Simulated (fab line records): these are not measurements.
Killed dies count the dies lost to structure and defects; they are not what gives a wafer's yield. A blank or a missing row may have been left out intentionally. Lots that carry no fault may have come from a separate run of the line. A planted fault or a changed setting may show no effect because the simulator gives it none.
Which tool was responsible? | flow berkeleyCmos170 | 42 wafers from 14 lots sampled at 6 of the route's 331 steps

WHAT THE GAUGES SHOWED, per wafer
UCB170_NWELL_THK_MEAS_05.
lot  | measured    | on           | NWELL_NITRIDE_THK (nm)
L862 | day 2 06:46 | filmMetro-01 | 222.7 225.2 222.3
L863 | day 2 14:52 | filmMetro-02 | 225.5 224.7 223.7
L864 | day 2 21:46 | filmMetro-01 | 225.4 224.8 225.4
L865 | day 2 21:49 | filmMetro-02 | 222.4 223.5 224.8
L866 | day 3 07:23 | filmMetro-01 | 228.2 228.1 227.1
L867 | day 3 07:22 | filmMetro-02 | 229.2 228.6 227.0
L868 | day 3 16:47 | filmMetro-01 | 379.1 379.0 379.4
L869 | day 3 16:52 | filmMetro-01 | 379.3 378.4 377.6
L871 | day 4 10:51 | filmMetro-01 | 219.9 224.4 223.2
L879 | day 6 00:34 | filmMetro-02 | 220.4 223.2 220.4
L880 | day 6 00:36 | filmMetro-04 | 224.1 220.5 221.9
L882 | day 6 10:52 | filmMetro-02 | 222.8 225.5 223.0
L883 | day 6 18:08 | filmMetro-02 | 220.6 222.9 222.9
L885 | day 7 04:50 | filmMetro-02 | 222.4 224.0 222.6

UCB170_ACTIVE_THK_MEAS_06.
lot  | measured    | on           | ACTIVE_NITRIDE_THK (nm)
L862 | day 4 12:00 | filmMetro-03 | 222.3 219.9 219.9
L863 | day 4 11:59 | filmMetro-02 | 216.7 216.6 218.0
L864 | day 4 20:42 | filmMetro-01 | 217.8 219.7 217.7
L865 | day 4 20:41 | filmMetro-03 | 222.1 221.6 219.4
L866 | day 5 07:23 | filmMetro-02 | 216.4 216.1 217.1
L867 | day 5 07:23 | filmMetro-03 | 216.4 215.7 216.7
L871 | day 6 08:56 | filmMetro-02 | 219.1 219.1 216.9
L879 | day 8 07:01 | filmMetro-01 | 214.2 215.9 214.8
L880 | day 8 07:03 | filmMetro-02 | 216.7 219.1 219.1
L882 | day 8 22:08 | filmMetro-02 | 214.1 215.1 214.6
L883 | day 8 22:07 | filmMetro-03 | 218.8 220.4 219.9
L885 | day 9 04:38 | filmMetro-01 | 218.6 219.7 218.5

UCB170_PFIELD_TW_MEAS_09.
lot  | measured    | on           | PFIELD_TW
L862 | day 4 18:39 | filmMetro-01 | 606 603 608
L863 | day 4 19:07 | filmMetro-02 | 593 595 597
L864 | day 5 01:01 | filmMetro-02 | 598 597 594
L865 | day 5 01:13 | filmMetro-02 | 597 594 594
L866 | day 5 13:14 | filmMetro-01 | 612 607 606
L867 | day 5 12:57 | filmMetro-01 | 604 606 607
L871 | day 6 13:24 | filmMetro-02 | 595 595 598
L879 | day 8 11:10 | filmMetro-02 | 594 594 593
L880 | day 8 11:03 | filmMetro-01 | 602 603 604
L882 | day 9 01:37 | filmMetro-02 | 596 594 594
L883 | day 9 02:13 | filmMetro-01 | 601 604 598
L885 | day 9 08:04 | filmMetro-04 | 594 594 595

WHAT TOOL EACH LOT RAN ON (gives the tool, then ch and the chambers of the sampled wafers, and finally the start)
lot  | UCB170_NWELL_CVD_04        | UCB170_NWELL_ETCH_13             | UCB170_PFIELD_STRIP_08
L862 | lpcvd-01 ch 0, day 2 04:49 | rieDiel-01 ch 1,2,3, day 2 07:49 | plasmaAsher-03 ch 0, day 4 18:32
L863 | lpcvd-01 ch 1, day 2 12:56 | rieDiel-02 ch 0,2,3, day 2 15:55 | plasmaAsher-03 ch 0,1, day 4 19:00
L864 | lpcvd-01 ch 1, day 2 19:50 | rieDiel-02 ch 0,1,2, day 2 23:10 | plasmaAsher-03 ch 0,1, day 5 00:53
L865 | lpcvd-01 ch 0, day 2 19:50 | rieDiel-01 ch 1,2,3, day 2 23:26 | plasmaAsher-02 ch 0,1, day 5 01:07
L866 | lpcvd-01 ch 0, day 3 05:26 | rieDiel-01 ch 0,1,3, day 3 08:18 | plasmaAsher-04 ch 0,1, day 5 13:09
L867 | lpcvd-01 ch 0, day 3 05:26 | rieDiel-03 ch 0,3, day 3 08:34   | plasmaAsher-02 ch 0,1, day 5 12:50
L868 | lpcvd-01 ch 1, day 3 14:51 | rieDiel-02 ch 0,1, day 3 17:56   | -
L869 | lpcvd-01 ch 1, day 3 14:51 | rieDiel-03 ch 0,1,3, day 3 18:03 | -
L871 | lpcvd-02 ch 0, day 4 08:54 | rieDiel-03 ch 1,3, day 4 12:20   | plasmaAsher-04 ch 0,1, day 6 13:19
L879 | lpcvd-02 ch 1, day 5 22:38 | rieDiel-01 ch 2,3, day 6 01:31   | plasmaAsher-04 ch 0,1, day 8 11:04
L880 | lpcvd-02 ch 1, day 5 22:38 | rieDiel-02 ch 0,3, day 6 01:47   | plasmaAsher-03 ch 0,1, day 8 10:58
L882 | lpcvd-02 ch 0, day 6 08:55 | rieDiel-03 ch 1,2,3, day 6 11:47 | plasmaAsher-02 ch 1, day 9 01:30
L883 | lpcvd-02 ch 0, day 6 16:12 | rieDiel-02 ch 1,2,3, day 6 19:12 | plasmaAsher-04 ch 0,1, day 9 02:07
L885 | lpcvd-01 ch 0, day 7 02:50 | rieDiel-03 ch 0,3, day 7 06:06   | plasmaAsher-04 ch 0,1, day 9 07:58
- UCB170_NWELL_CVD_04: deposits Si3N4 from SiH2Cl2/NH3, target thk 224 nm, time 3360 s.
- UCB170_NWELL_ETCH_13: etches Si3N4 in CH3F/Ar/O2, stops on SiO2, target depth 246.4 nm, time 154 s.
- UCB170_PFIELD_STRIP_08: strips in O2.

WHAT THE TOOLS THEMSELVES READ (means of the sampled wafers that have a number; where no wafer has one, the mark that the record gives instead)
UCB170_NWELL_CVD_04.
lot  | tool     | pressureMtorr (mTorr) | spikeTcCentreC (C) | spikeTcLoadC (C) | spikeTcSourceC (C) | susceptorTempC (C) | zonePowerLoadPct (%) | zonePowerSourcePct (%)
L862 | lpcvd-01 | 199.6                 | 804.4              | 820.8            | 821.7              | 800.0              | 18.1                 | 19.0
L863 | lpcvd-01 | 199.9                 | 804.8              | 822.8            | 825.9              | 799.9              | 20.3                 | 21.0
L864 | lpcvd-01 | 200.3                 | 805.0              | 823.8            | 825.1              | 800.0              | 19.8                 | 20.8
L865 | lpcvd-01 | 199.7                 | 802.7              | 821.5            | 820.8              | 800.1              | 18.0                 | 19.0
L866 | lpcvd-01 | 199.7                 | 803.4              | 822.3            | 822.1              | 799.8              | 18.1                 | 19.1
L867 | lpcvd-01 | 199.7                 | 802.6              | 821.4            | 821.4              | 800.2              | 18.0                 | 19.1
L868 | lpcvd-01 | 199.9                 | 856.2              | 876.5            | 877.2              | 851.5              | 23.0                 | 24.2
L869 | lpcvd-01 | 200.0                 | 855.9              | 874.1            | 877.0              | 851.4              | 23.1                 | 23.9
L871 | lpcvd-02 | 200.1                 | 801.8              | 827.7            | 825.4              | 800.1              | 19.9                 | 22.2
L879 | lpcvd-02 | 200.0                 | 803.1              | 822.5            | 820.1              | 800.0              | 20.0                 | 18.8
L880 | lpcvd-02 | 200.4                 | 802.9              | 821.5            | 821.2              | 800.3              | 20.1                 | 18.7
L882 | lpcvd-02 | 199.8                 | 801.4              | 827.4            | 825.6              | 800.0              | 19.8                 | 22.1
L883 | lpcvd-02 | 200.1                 | 801.5              | 826.5            | 826.3              | 800.0              | 19.8                 | 22.4
L885 | lpcvd-01 | 200.3                 | 803.6              | 821.4            | 821.2              | 799.7              | 17.9                 | 19.2

UCB170_NWELL_ETCH_13.
lot  | tool       | drypumpMotorCurrentA (A) | oesProductAu (a.u.) | throttleValvePct (%)
L862 | rieDiel-01 | 5.5                      | 0.937               | 7.99
L863 | rieDiel-02 | 5.5                      | 0.937               | 7.98
L864 | rieDiel-02 | 5.4                      | 0.945               | 8.00
L865 | rieDiel-01 | 5.4                      | 0.930               | 7.99
L866 | rieDiel-01 | 5.5                      | 0.944               | 7.88
L867 | rieDiel-03 | 5.3                      | 0.966               | 7.98
L868 | rieDiel-02 | 5.1                      | 1.008               | 7.95
L869 | rieDiel-03 | 5.5                      | 1.015               | 8.05
L871 | rieDiel-03 | 5.7                      | 0.951               | 8.12
L879 | rieDiel-01 | 5.5                      | 0.924               | 8.07
L880 | rieDiel-02 | 5.3                      | 0.927               | 7.94
L882 | rieDiel-03 | 5.5                      | 0.948               | 8.16
L883 | rieDiel-02 | 5.6                      | 0.931               | 8.02
L885 | rieDiel-03 | 5.3                      | 0.949               | 7.97

UCB170_PFIELD_STRIP_08.
lot  | tool           | drypumpMotorCurrentA (A) | oesProductAu (a.u.) | stripTimeToEndpointS (s)
L862 | plasmaAsher-03 | 5.73                     | 0.739               | 21.74
L863 | plasmaAsher-03 | 5.88                     | 0.735               | 21.63
L864 | plasmaAsher-03 | 5.81                     | 0.729               | 21.65
L865 | plasmaAsher-02 | 5.85                     | 0.736               | 21.67
L866 | plasmaAsher-04 | 5.36                     | 0.735               | 21.57
L867 | plasmaAsher-02 | 5.86                     | 0.730               | 21.64
L871 | plasmaAsher-04 | 5.28                     | 0.735               | 21.69
L879 | plasmaAsher-04 | 5.25                     | 0.732               | 21.48
L880 | plasmaAsher-03 | 5.79                     | 0.740               | 21.63
L882 | plasmaAsher-02 | 5.93                     | 0.737               | 21.68
L883 | plasmaAsher-04 | 5.35                     | 0.736               | 21.61
L885 | plasmaAsher-04 | 5.36                     | 0.734               | 21.56

THE ANSWER, worked out from the rows above alone
Rule: the usual values come from the lots themselves. The widest of any qualifying gaps counts: lots, ordered by their means at a reading, are off when they make up no more than a third of the lots, leave a main group of 4 or more, and stand apart from it by 3 or more times the standard deviation of that group's means. If all means in a main group match to the digits the tables above print for the reading, that group is not used. Also off: a lot with no number at a reading for which 4 or more lots have one. All remaining lots with rows at the step are treated as sound. First the gauges in route order, then the tools' own readings, where a lot's mean is used as printed above. The first step at which some lot is off is used, and at that step the reading that is off furthest; a lot without a number counts as furthest.
Off: at UCB170_NWELL_THK_MEAS_05 (NWELL_NITRIDE_THK), L868, L869. Mean 224.0 nm and standard deviation 2.1 in the main group.
If a tool, at a process step before that reading, ran all the lots that are off and no sound lot after the first of them, it fits. The gauges at UCB170_NWELL_THK_MEAS_05 aren't tried: what is off there is off at UCB170_NWELL_CVD_04 too, on other tools, and a gauge's error can't cause that. Not one of the candidates tried fits.

WHAT WAS PUT IN BY THE SIMULATOR
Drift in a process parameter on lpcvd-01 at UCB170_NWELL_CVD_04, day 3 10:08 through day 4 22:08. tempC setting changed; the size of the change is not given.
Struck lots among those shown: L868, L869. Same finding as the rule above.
